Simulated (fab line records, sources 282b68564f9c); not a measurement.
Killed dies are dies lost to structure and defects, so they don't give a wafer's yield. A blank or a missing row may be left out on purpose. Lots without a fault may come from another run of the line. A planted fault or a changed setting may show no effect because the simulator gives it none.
Which tool did it? | flow rit_cmos | 7 lots, 21 wafers sampled, at 2 steps of a route of 202

WHAT THE GAUGES READ, wafer by wafer
RIT_NWELL_TW_MEAS_10.
lot  | measured    | on            | NWELL_TW
L599 | day 2 08:28 | film_metro-01 | 2132 2145 2133
L601 | day 2 17:38 | film_metro-01 | 2134 2142 2141
L603 | day 3 02:55 | film_metro-04 | 2140 2130 2132
L605 | day 3 15:49 | film_metro-04 | 2140 2137 2137
L609 | day 4 10:34 | film_metro-03 | 2046 2046 2048
L611 | day 5 00:37 | film_metro-04 | 2052 2050 2063
L619 | day 6 13:03 | film_metro-04 | 2148 2126 2119

WHICH TOOL RAN EACH LOT (tool, then ch and the chambers of the sampled wafers, then the start)
lot  | RIT_NWELL_DEVELOP_05
L599 | litho_track-01 ch 0, day 2 07:00
L601 | litho_track-03 ch 0, day 2 16:00
L603 | litho_track-03 ch 0, day 3 02:00
L605 | litho_track-04 ch 0, day 3 15:00
L609 | litho_track-04 ch 0, day 4 09:00
L611 | litho_track-04 ch 0, day 4 23:00
L619 | litho_track-01 ch 0, day 6 12:00
- RIT_NWELL_DEVELOP_05: develop time 68 s.

THE ANSWER, worked out from the rows above alone
Rule: what is usual is taken from the lots themselves. Put in order of their means at a reading, lots are off if they are a third of the lots or fewer, leave a main group of 4 or more, and stand apart from it by a gap of 3 or more times the standard deviation of the main group's means; of several such gaps the widest counts. A main group whose means are all the same, to the digits that the tables above print for the reading, isn't used. A lot without any number at a reading at which 4 lots or more have one is off too. The other lots that the step has rows for count as sound.
Off: L609, L611, at RIT_NWELL_TW_MEAS_10 (NWELL_TW). The main group: mean 2136, standard deviation 2.9.
A tool fits if, at a process step before that reading, it ran every lot that is off, and no sound lot after the first of them. The gauges at RIT_NWELL_TW_MEAS_10 are tried like those tools. One fits: litho_track-04 at RIT_NWELL_DEVELOP_05. Its last sound lot is L605 (day 3 15:00), its first lot that is off L609 (day 4 09:00): a fault that began between those two fits.

WHAT THE SIMULATOR HAD PUT IN
Process parameter drift: litho_track-04, from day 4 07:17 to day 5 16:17, at RIT_NWELL_DEVELOP_05. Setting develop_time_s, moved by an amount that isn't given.
Lots struck among those shown: L609, L611. The rule above found the same.
